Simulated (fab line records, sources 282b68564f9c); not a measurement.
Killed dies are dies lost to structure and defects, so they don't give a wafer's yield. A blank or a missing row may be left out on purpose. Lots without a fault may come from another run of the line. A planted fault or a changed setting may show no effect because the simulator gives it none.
Split-lot experiment | flow rit_cmos | 5 lots, 23 wafers read, on a route of 202 steps

THE SPLIT
At RIT_PLDD_IMPLANT_08, the setting energy_kev was moved away from the recipe's 20 on 5 of the 23 wafers read, by -3.9% to -3.1%. The other wafers ran this setting at the recipe's value.

FROM THE SPLIT TO THE READING: what the file shows between them, 12 steps
- RIT_SPACER_CVD_03: deposits Si3N4 from SiH2Cl2/NH3, target thk 250 nm, time 3300 s (also split here: temp_c)
- RIT_SPACER_THK_MEAS_04
- RIT_SPACER_ETCHBACK_05: etches Si3N4 in SF6/CHF3, stops on SiO2, target depth 250 nm, time 240 s (also split here: time_s)
- RIT_NSD_IMPLANT_08 (also split here: dose_cm2)
- RIT_PSD_HARDBAKE_07: time 60 s (also split here: temp_c)
- RIT_PSD_IMPLANT_08
- RIT_PSD_STRIP_09: strips in O2, time 180 s
- RIT_SDANNEAL_CLEAN_00: cleans in SC1, time 600 s
- RIT_SDANNEAL_CLEAN_01: cleans in dHF, time 30 s
- RIT_SDANNEAL_CLEAN_02: cleans in SC2, time 600 s
- RIT_SDANNEAL_RTA_03: time 5 s
- RIT_SDANNEAL_RS_MEAS_05: measures by four-point-probe

THE READING
PLDD_RS, in ohm/sq, at RIT_SDANNEAL_RS_MEAS_06 (measures by four-point-probe). Fault-free wafers of this fab line usually give 178.3 ohm/sq, standard deviation 0.43 ohm/sq.

wafer  | tool, chamber at the split | energy_kev as run | against the recipe | PLDD_RS, ohm/sq | against lot-mates on the recipe
L076.1 | implanter-01, 0            | 20                | recipe             | 178.7           | -
L076.3 | implanter-01, 0            | 20                | recipe             | 177.9           | -
L076.4 | implanter-01, 0            | 20                | recipe             | 178.6           | -
L077.2 | implanter-01, 0            | 20                | recipe             | 178.8           | -
L077.3 | implanter-01, 0            | 19.22             | -3.9%              | 180.5           | +1.8
L077.4 | implanter-01, 0            | 20                | recipe             | 178.7           | -
L077.5 | implanter-01, 0            | 19.22             | -3.9%              | 180.6           | +1.8
L077.6 | implanter-01, 0            | 19.22             | -3.9%              | 180.5           | +1.8
L078.2 | implanter-01, 0            | 20                | recipe             | 179.0           | -
L078.3 | implanter-01, 0            | 20                | recipe             | 178.9           | -
L078.4 | implanter-01, 0            | 20                | recipe             | 178.6           | -
L078.5 | implanter-01, 0            | 20                | recipe             | 178.3           | -
L078.6 | implanter-01, 0            | 20                | recipe             | 178.5           | -
L079.1 | implanter-02, 0            | 20                | recipe             | 177.8           | -
L079.3 | implanter-02, 0            | 20                | recipe             | 177.9           | -
L079.4 | implanter-02, 0            | 20                | recipe             | 177.8           | -
L079.5 | implanter-02, 0            | 20                | recipe             | 177.6           | -
L079.6 | implanter-02, 0            | 20                | recipe             | 177.3           | -
L082.1 | implanter-02, 0            | 20                | recipe             | 179.0           | -
L082.3 | implanter-02, 0            | 20                | recipe             | 178.2           | -
L082.4 | implanter-02, 0            | 20                | recipe             | 178.8           | -
L082.5 | implanter-02, 0            | 19.37             | -3.1%              | 180.5           | +1.8
L082.6 | implanter-02, 0            | 19.37             | -3.1%              | 180.8           | +2.1

THE FIT
A straight line over all 23 wafers: PLDD_RS changes by -0.608 ohm/sq for each +1% of energy_kev; r = -0.89; the points scatter about the line by 0.49 ohm/sq.
The same after taking each lot's own level away (the mean of its wafers on the recipe; 23 wafers): -0.507 ohm/sq for each +1%; r = -0.94; scatter 0.29 ohm/sq.
On that fit, the largest move of energy_kev shifts the reading by 2 ohm/sq.
The lots' own levels span 177.68 to 178.75 ohm/sq, that is 2.5 times the standard deviation above.
So the lot-to-lot level changes the slope: the two fits differ.
Check: with one of the wafers moved furthest among these (-3.9%) left out of the fit, the line predicts +2.06 ohm/sq for it against its lot-mates. It came out at +1.75 ohm/sq against them.

OTHER SPLITS ON THESE WAFERS
These wafers also went through other splits before the reading. Each is held against what the fit with the lots' levels taken away leaves over:
other split on the same wafers     | wafers away from the commonest value | r with PLDD_RS (lot level and that fit taken away)
RIT_GATE_DEVELOP_15 develop_time_s | 8                                    | -0.23
RIT_NLDD_COAT_01 resist_thk_nm     | 9                                    | +0.29
RIT_NLDD_IMPLANT_08 dose_cm2       | 10                                   | +0.09
RIT_SPACER_CVD_03 temp_c           | 10                                   | -0.27
RIT_SPACER_ETCHBACK_05 time_s      | 7                                    | -0.37
RIT_NSD_IMPLANT_08 dose_cm2        | 4                                    | -0.06
RIT_PSD_HARDBAKE_07 temp_c         | 10                                   | +0.48

THE WHOLE CHAIN: every reading that the file lists as answering this split, in the file's order
step                    | what it does                 | reading                                                         | change (the file's fit)                | r (the file's)
RIT_PLDD_IMPLANT_08     |                              | implant.rp_nm (the simulator's own value, which no gauge read)  | +0.139 nm for each +1% of the setting  | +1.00
RIT_PLDD_IMPLANT_08     |                              | implant.drp_nm (the simulator's own value, which no gauge read) | +0.0689 nm for each +1% of the setting | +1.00
RIT_SDANNEAL_RS_MEAS_06 | measures by four-point-probe | PLDD_RS                                                         | -0.518 for each +1% of the setting     | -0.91

THE FILE'S OWN FIT
PLDD_RS changes by -0.518 ohm/sq for each +1% of energy_kev, r = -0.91.
